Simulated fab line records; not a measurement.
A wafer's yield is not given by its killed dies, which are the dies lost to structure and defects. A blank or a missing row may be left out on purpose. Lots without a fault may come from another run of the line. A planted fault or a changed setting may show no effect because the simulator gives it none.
A struck lot beside a sound one || flow berkeleyCmos170 || 14 out of 331 route steps
Sound: wafers L903.1, L903.3, L903.4. The struck wafers were L914.1, L914.3, L914.5. At the end, the cause is stated.
Order at every step that has rows: each side's tool, ch and its chambers, its first start. Under that, the readings that differ: sound wafers || struck wafers || difference of the means || sigmas: that difference in standard deviations of wafers without a fault.
alike: words and numbers the same on both sides, and readings whose means are apart by under 2 such deviations; not compared: readings that were withheld, readings missing a value for some wafer, numbers with overlapping values and no deviation given by the record, and bounds like >300 which may hide the same value.
The two part at a step that has a row with sigmas, a row that says differs or no value, or rows on one side only. Non-overlapping numbers with no deviation appear without sigmas and do not part them. A reading missing from all wafers of one side parts the sides only when that side holds two or more wafers.

first, 2 steps without rows for these wafers: UCB170_ACTIVE_ANNEAL_04 (time 900 s); UCB170_ACTIVE_CVD_05 (deposits Si3N4 from SiH2Cl2/NH3, target thk 220 nm, time 3300 s).
UCB170_ACTIVE_THK_MEAS_06:
  sound on filmMetro-01, day 5 01:53; struck on filmMetro-02, day 7 03:44
{"reading": "ACTIVE_NITRIDE_THK (nm)", "sound": "219.8 218.3 217.4", "struck": "222.6 223.3 224.0", "difference": "+4.8", "sigmas": "+2"}
then, 6 steps without rows for these wafers: UCB170_ACTIVE_HMDS_07 (prime time 60 s); UCB170_ACTIVE_COAT_08 (resist thk 900 nm); UCB170_ACTIVE_SOFTBAKE_09 (time 60 s); UCB170_ACTIVE_EXPOSE_10 (exposes mask ACTIVE, target cd 1200 nm); UCB170_ACTIVE_PEB_11; UCB170_ACTIVE_DEVELOP_12 (develop time 45 s).
UCB170_ACTIVE_CD_MEAS_13: the cd target is 1200 nm.
  sound on cdSem-02, day 5 03:10; struck on cdSem-02, day 7 04:45
{"reading": "cdNm (nm)", "sound": "1198.3 1197.5 1197.8", "struck": "1202.0 1202.1 1201.0", "difference": "+3.8", "sigmas": "+3"}
UCB170_ACTIVE_OVL_MEAS_14:
  sound on overlay-02, day 5 03:17; struck on overlay-01, day 7 04:52
  alike: ACTIVE_OVL
UCB170_ACTIVE_ETCH_15: etches Si3N4 in CH3F/Ar/O2, stops on SiO2, target depth 242 nm, time 151 s.
  sound on rieDiel-04 ch 0,1,3, day 5 03:19; struck on rieDiel-04 ch 2,3, day 7 04:55
{"reading": "O2_flow_sccm (sccm)", "sound": "7.034 7.010 7.014", "struck": "6.959 6.982 6.976", "difference": -0.047, "sigmas": -2}
  alike: chamberPressureMTorr, drypumpMotorCurrentA, oesProductAu, throttleValvePct
  not compared: rfHoursCounterH
UCB170_ACTIVE_STRIP_16: strips in O2.
  sound on plasmaAsher-04 ch 0,1, day 5 03:25; struck on plasmaAsher-04 ch 0,1, day 7 05:01
  no value came back on the struck wafers for any of 5 readings (chamberPressureMTorr (mTorr), drypumpMotorCurrentA (A) and others); on the sound wafers chamberPressureMTorr (mTorr) reads 3499 3498 3504
{"reading": "model.KrF_of_ACTIVE_COAT_08.thkNm (nm)", "sound": "0 0 0", "struck": "726.9 720.7 726.6", "difference": "+724.7", "sigmas": ""}
  not compared: rfHoursCounterH
UCB170_ACTIVE_CD_MEAS_90: the cd target is 1200 nm.
  sound on cdSem-02, day 5 03:31; struck on cdSem-01, day 7 05:07
{"reading": "cdNm (nm)", "sound": "1198.0 1197.9 1197.9", "struck": "1201.9 1202.2 1201.1", "difference": "+3.8", "sigmas": "+3"}

== WHERE THEY PART ==
At UCB170_ACTIVE_THK_MEAS_06 first; at UCB170_ACTIVE_CD_MEAS_90 last (within this record only).

WHY: the cause the simulator had injected
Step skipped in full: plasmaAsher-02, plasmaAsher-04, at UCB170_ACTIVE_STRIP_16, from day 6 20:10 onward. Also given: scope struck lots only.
